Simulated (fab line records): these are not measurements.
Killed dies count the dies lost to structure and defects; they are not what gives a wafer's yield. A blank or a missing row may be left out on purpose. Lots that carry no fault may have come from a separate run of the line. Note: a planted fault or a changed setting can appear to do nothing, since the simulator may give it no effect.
What tool caused it? | flow rit-cmos | route of 202 steps, sampled at 1 step: 7 lots, 21 wafers

== WHAT THE GAUGES READ, wafer by wafer ==
RIT_NRETRO_OVL_MEAS_06.
lot  | measured    | on         | NRETRO_OVL (nm)
L759 | day 2 20:35 | overlay-02 | 3.0 3.2 4.5
L761 | day 3 07:34 | overlay-01 | -2.4 -2.3 -1.2
L763 | day 3 17:59 | overlay-01 | -0.6 0.1 0.7
L768 | day 4 18:31 | overlay-02 | -0.9 -1.0 -0.8
L773 | day 5 19:43 | overlay-02 | 0.7 -1.5 -1.9
L775 | day 6 06:17 | overlay-02 | 0.8 1.3 1.0
L778 | day 6 19:17 | overlay-01 | -0.5 -0.6 -0.4

== TOOL THAT RAN EACH LOT (tool first, then ch and the chambers of the sampled wafers, then the start) ==
The record holds no process step before these readings.

== THE ANSWER, worked out from the rows above alone ==
Rule: the lots themselves supply what counts as usual. The widest of any qualifying gaps counts: lots, ordered by their means at a reading, are off when they make up no more than a third of the lots, leave a main group of 4 or more, and stand apart from it by 3 or more times the standard deviation of that group's means. A main group is skipped when, at the precision printed for the reading in the tables above, its means are all equal. Also off: a lot with no number at a reading for which 4 or more lots have one. Any other lot the step has rows for is counted as sound.
No lot is off on any of the readings shown, so nothing can be concluded from this.

== WHAT HAD BEEN PUT IN BY THE SIMULATOR ==
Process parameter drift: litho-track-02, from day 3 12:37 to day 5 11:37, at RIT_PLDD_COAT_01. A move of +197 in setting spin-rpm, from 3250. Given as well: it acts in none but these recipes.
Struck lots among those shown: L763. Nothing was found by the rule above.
